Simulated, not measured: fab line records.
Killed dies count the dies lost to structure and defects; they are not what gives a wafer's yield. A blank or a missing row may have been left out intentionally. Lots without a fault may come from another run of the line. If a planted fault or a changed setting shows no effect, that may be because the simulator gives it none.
Chamber matching -- flow berkeleyCmos170 -- UCB170_GATE_ETCH_15 on rieSi-01: 4 sister chambers
The step etches poly-Si in HBr/Cl2, stops on SiO2, time 56.3 s, target depth 278.2 nm. 14 wafers are shown with their chamber, then 7 later ones without.

## WAFERS, EACH WITH ITS CHAMBER
wafer,chamber,drypumpMotorCurrentA (A),throttleValvePct (%),oesProductAu (a.u.)
L596.1,3,5.10,26.50,0.844
L596.3,2,5.31,26.37,0.828
L596.5,0,5.75,26.60,0.821
L598.1,0,5.77,26.61,0.833
L598.5,1,5.59,26.66,0.815
L598.6,2,5.30,26.38,0.834
L600.1,0,5.73,26.60,0.833
L600.4,1,5.63,26.66,0.824
L600.6,0,5.75,26.62,0.842
L602.1,0,5.76,26.60,0.827
L602.3,1,5.63,26.65,0.816
L602.5,0,5.73,26.62,0.823
L608.2,0,5.76,26.60,0.827
L608.4,3,5.12,26.56,0.812

SIGNATURES, as means of the wafers listed above
reading,chamber 0,chamber 1,chamber 2,chamber 3,scatter within a chamber
drypumpMotorCurrentA,5.7500,5.6167,5.3050,5.1100,0.0165
throttleValvePct,26.6071,26.6567,26.3750,26.5300,0.0157
oesProductAu,0.82943,0.81833,0.83100,0.82800,0.00941
Rule: a wafer lies at a distance from a chamber equal to the root of the sum of squares, over the readings, of (its reading less the chamber's mean, divided by the reading's scatter). The wafer belongs to the nearest chamber; if the next one is less than 2 further off, it can't be placed. How the scatter is found: for the shown wafers, subtract from each reading the mean of its chamber, square and add these, divide the total by (wafers less chambers), then take the root.

## WAFERS WHOSE CHAMBER IS MISSING
wafer,drypumpMotorCurrentA (A),throttleValvePct (%),oesProductAu (a.u.)
L608.6,5.30,26.36,0.837
L614.2,5.28,26.37,0.833
L614.4,5.73,26.59,0.815
L614.5,5.61,26.64,0.810
L615.3,5.28,26.36,0.831
L615.5,5.28,26.38,0.819
L615.6,5.10,26.57,0.825

## WHICH CHAMBER EACH ONE RAN IN
wafer,from the rows above,in truth
L608.6,2,2
L614.2,2,2
L614.4,0,0
L614.5,1,1
L615.3,2,2
L615.5,2,2
L615.6,3,3
7 of 7 placed correctly. Number that these rows cannot place: 0. 0 placed wrongly.
